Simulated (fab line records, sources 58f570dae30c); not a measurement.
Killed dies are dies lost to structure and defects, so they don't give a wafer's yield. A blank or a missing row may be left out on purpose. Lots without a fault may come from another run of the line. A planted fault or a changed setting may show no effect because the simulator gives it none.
Chamber matching | flow berkeley_cmos170 | UCB170_GATE_ETCH_15 on rie_si-01: 4 sister chambers
The step etches poly-Si in HBr/Cl2, stops on SiO2, time 56.3 s, target depth 278.2 nm. 4 wafers are shown with their chamber, then 8 later ones without.

WAFERS WITH THEIR CHAMBER
wafer  | chamber | drypump_motor_current_A (A)
L805.5 | 3       | 6.02
L812.3 | 0       | 5.84
L812.5 | 1       | 5.41
L813.1 | 2       | 6.07

WAFERS WITHOUT THEIR CHAMBER
wafer  | drypump_motor_current_A (A)
L813.2 | 5.86
L813.5 | 6.09
L814.1 | 6.00
L814.2 | 6.07
L814.4 | 5.37
L821.1 | 6.10
L821.4 | 5.38
L821.6 | 6.07

WHICH CHAMBER EACH WENT THROUGH
wafer  | from the rows above | in truth
L813.2 | 0                   | 0
L813.5 | 2                   | 2
L814.1 | 3                   | 3
L814.2 | 2                   | 2
L814.4 | 1                   | 1
L821.1 | 2                   | 2
L821.4 | 1                   | 1
L821.6 | 2                   | 2
Placed correctly: 8 of 8. Can't be placed from these rows: 0. Placed wrongly: 0.
How it was worked out, from the rows above alone: a wafer's distance from a chamber is the root of the sum, over the readings, of the square of ((its reading less the chamber's mean) divided by the reading's scatter). The wafer belongs to the nearest chamber; if the next one is less than 2 further off, it can't be placed. A chamber's mean is the mean of its shown wafers. The scatter: with one shown wafer a chamber, the root of the mean of the squares of how far each hidden wafer lies from its nearest shown one.
